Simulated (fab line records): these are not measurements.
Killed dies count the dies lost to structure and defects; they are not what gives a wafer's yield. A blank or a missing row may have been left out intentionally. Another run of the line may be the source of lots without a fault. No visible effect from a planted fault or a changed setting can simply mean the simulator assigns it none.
Which tool is to blame? ; flow rit-cmos ; Sampling: 13 lots, 39 wafers, 5 of 202 route steps

## WHAT EACH GAUGE READ, for each wafer
RIT_ACTIVE_THK_MEAS_04. Usual: for ACTIVE_NITRIDE_THK the level is 150.2 nm and the standard deviation is 1.2.
lot;measured;on;ACTIVE_NITRIDE_THK (nm);flag
L199;day 1 14:51;film-metro-02;152.2 153.3 151.1;
L200;day 1 20:28;film-metro-03;148.5 148.0 147.3;
L201;day 2 00:49;film-metro-04;149.3 148.6 148.8;
L202;day 2 05:19;film-metro-02;149.3 149.7 149.6;
L206;day 3 00:32;film-metro-02;151.4 151.5 150.9;
L207;day 3 05:32;film-metro-03;253.6 253.9 252.2 253.4 253.9 252.4;OFF
L209;day 3 17:03;film-metro-03;149.6 151.0 150.8;
L213;day 4 11:59;film-metro-02;150.1 148.3 149.0;
L215;day 4 22:59;film-metro-04;150.4 151.2 150.9;
L219;day 5 17:52;film-metro-03;150.7 149.7 150.5;
L220;day 5 22:32;film-metro-04;151.7 151.0 151.3;
L221;day 6 04:23;film-metro-04;149.6 150.8 151.0;
L222;day 6 09:23;film-metro-03;147.3 148.7 148.6;

RIT_ACTIVE_CD_MEAS_11: the cd target is 1400 nm. Usual: cd-nm reads 1400.3 nm (standard deviation 2.3).
lot;measured;on;cd-nm (nm);flag
L199;day 1 16:06;cd-sem-01;1401.3 1402.6 1401.3;
L200;day 1 21:31;cd-sem-02;1403.8 1404.4 1403.0;
L201;day 2 01:51;cd-sem-02;1396.8 1397.7 1397.8;
L202;day 2 06:22;cd-sem-02;1396.9 1396.2 1396.7;
L206;day 3 01:43;cd-sem-02;1403.4 1400.2 1400.9;
L209;day 3 18:14;cd-sem-02;1397.6 1397.7 1396.6;
L213;day 4 12:55;cd-sem-02;1399.5 1398.4 1399.8;
L215;day 5 00:01;cd-sem-02;1397.8 1398.8 1397.0;
L219;day 5 18:53;cd-sem-02;1400.4 1401.5 1401.1;
L220;day 5 23:28;cd-sem-01;1400.3 1398.4 1397.4;
L221;day 6 05:25;cd-sem-01;1401.6 1402.2 1401.4;
L222;day 6 10:17;cd-sem-02;1397.8 1399.8 1398.7;

RIT_NRETRO_OVL_MEAS_06. Usual: for NRETRO_OVL the level is -0.4 nm and the standard deviation is 1.5.
lot;measured;on;NRETRO_OVL (nm);flag
L199;day 2 08:50;overlay-02;-1.2 -0.4 0.3;
L200;day 2 15:53;overlay-01;3.1 1.8 0.2;
L201;day 2 20:57;overlay-02;0.2 0.3 0.5;
L202;day 2 21:28;overlay-02;0.2 0.0 -2.0;
L206;day 3 17:41;overlay-02;-0.2 0.0 -2.1;
L209;day 4 11:03;overlay-01;0.2 -0.5 0.2;
L213;day 5 05:16;overlay-02;3.0 -0.3 0.7;
L215;day 5 17:07;overlay-01;2.3 2.2 1.9;
L219;day 6 12:34;overlay-01;-1.1 -0.7 0.2;
L220;day 6 14:53;overlay-01;-2.3 -0.9 -0.2;
L221;day 6 21:26;overlay-01;-0.7 -1.5 -0.2;
L222;day 7 03:03;overlay-02;0.4 1.7 0.8;

## WHICH TOOL RAN EACH LOT (tool, then ch and the chambers of the sampled wafers, then the start)
lot;RIT_ACTIVE_CVD_03;RIT_PWELL_STRIP_09
L199;lpcvd-01 ch 1, day 1 13:24;plasma-asher-04 ch 0,1, day 2 01:25
L200;lpcvd-01 ch 0, day 1 19:02;plasma-asher-03 ch 0,1, day 2 09:19
L201;lpcvd-02 ch 1, day 1 23:24;plasma-asher-03 ch 0,1, day 2 13:17
L202;lpcvd-02 ch 1, day 2 03:53;plasma-asher-03 ch 0,1, day 2 14:42
L206;lpcvd-01 ch 1, day 2 23:07;plasma-asher-04 ch 0,1, day 3 10:38
L207;lpcvd-02 ch 0, day 3 04:07;-
L209;lpcvd-01 ch 1, day 3 15:38;plasma-asher-04 ch 0,1, day 4 04:01
L213;lpcvd-01 ch 0, day 4 10:34;plasma-asher-03 ch 0,1, day 4 21:45
L215;lpcvd-01 ch 1, day 4 21:34;plasma-asher-02 ch 0,1, day 5 09:30
L219;lpcvd-01 ch 1, day 5 16:26;plasma-asher-03 ch 0,1, day 6 05:24
L220;lpcvd-02 ch 1, day 5 21:07;plasma-asher-03 ch 0,1, day 6 08:19
L221;lpcvd-01 ch 1, day 6 02:58;plasma-asher-02 ch 1, day 6 14:52
L222;lpcvd-01 ch 1, day 6 07:58;plasma-asher-02 ch 0,1, day 6 19:00
- RIT_ACTIVE_CVD_03: deposits Si3N4 from SiH2Cl2/NH3, target thk 150 nm, time 1500 s.
- RIT_PWELL_STRIP_09: strips in O2, time 180 s.

## WHAT THE TOOLS THEMSELVES READ (means of the sampled wafers that have a number; where no wafer has one, the mark that the record gives instead)
RIT_ACTIVE_CVD_03. Usual: nh3-flow-sccm is 150.0 sccm with standard deviation 0.39, spike-tc-centre-C is 811.9 C with standard deviation 1.5, spike-tc-load-C is 835.6 C with standard deviation 2, spike-tc-source-C is 834.0 C with standard deviation 1.5, susceptor-temp-C is 810.00 C with standard deviation 0.3, zone-power-load-pct is 23.1 % with standard deviation 1, and zone-power-source-pct is 22.2 % with standard deviation 0.92.
lot;tool;nh3-flow-sccm (sccm);spike-tc-centre-C (C);spike-tc-load-C (C);spike-tc-source-C (C);susceptor-temp-C (C);zone-power-load-pct (%);zone-power-source-pct (%);flag
L199;lpcvd-01;149.5;810.8;835.4;834.6;810.04;21.9;21.2;
L200;lpcvd-01;150.1;809.8;835.9;834.4;809.57;22.3;22.5;
L201;lpcvd-02;149.9;810.6;836.8;835.3;810.00;24.1;22.4;
L202;lpcvd-02;149.9;811.5;837.1;834.4;810.02;24.4;22.3;
L206;lpcvd-01;150.2;811.7;836.1;833.6;809.83;22.1;21.2;
L207;lpcvd-02;150.5;859.1;878.3;877.5;855.03;26.8;26.5;OFF
L209;lpcvd-01;150.2;812.0;836.5;834.3;809.76;22.0;21.2;
L213;lpcvd-01;149.8;810.7;836.5;833.0;809.73;22.2;22.4;
L215;lpcvd-01;149.7;811.2;836.8;833.6;810.09;22.1;21.2;
L219;lpcvd-01;150.2;812.4;836.4;834.8;809.73;22.1;21.2;
L220;lpcvd-02;149.8;811.3;836.2;835.6;810.32;24.1;22.2;
L221;lpcvd-01;150.2;810.3;836.0;833.4;810.06;21.9;21.2;
L222;lpcvd-01;150.0;810.8;837.2;834.0;809.88;21.8;21.2;

RIT_PWELL_STRIP_09. Usual: chamber-pressure-mTorr 4000 mTorr, standard deviation 3.7; drypump-motor-current-A 5.7 A, standard deviation 0.35.
lot;tool;chamber-pressure-mTorr (mTorr);drypump-motor-current-A (A);flag
L199;plasma-asher-04;4002;5.7;
L200;plasma-asher-03;4001;5.8;
L201;plasma-asher-03;4000;5.8;
L202;plasma-asher-03;4003;5.8;
L206;plasma-asher-04;3998;5.7;
L209;plasma-asher-04;3999;5.9;
L213;plasma-asher-03;3999;5.7;
L215;plasma-asher-02;4002;5.7;
L219;plasma-asher-03;3997;5.7;
L220;plasma-asher-03;3999;5.7;
L221;plasma-asher-02;4001;6.0;
L222;plasma-asher-02;3997;5.4;

## THE ANSWER, worked out from the rows above alone
Rule: a lot counts as off when the mean over its wafers that have a number is more than 3 standard deviations away from the usual mean. A lot without any number at a reading at which 4 lots or more have one is off too. Where the step has rows for the other lots, those lots are counted as sound. Order of review: gauges by route order, followed by the tools' own readings, for which a lot's mean as printed above is used. At the first step where some lot is off, the reading lying furthest off is the one used; lots without a number count as furthest.
Off: L207, seen at RIT_ACTIVE_THK_MEAS_04 (ACTIVE_NITRIDE_THK).
A tool fits if, at a process step before that reading, it ran every lot that is off, and no sound lot after the first of them. Not tried: the gauges at RIT_ACTIVE_THK_MEAS_04; whatever is off there is also off at RIT_ACTIVE_CVD_03, on other tools, and gauge error can't account for it. None of those tried fits.

## WHAT THE SIMULATOR PUT IN
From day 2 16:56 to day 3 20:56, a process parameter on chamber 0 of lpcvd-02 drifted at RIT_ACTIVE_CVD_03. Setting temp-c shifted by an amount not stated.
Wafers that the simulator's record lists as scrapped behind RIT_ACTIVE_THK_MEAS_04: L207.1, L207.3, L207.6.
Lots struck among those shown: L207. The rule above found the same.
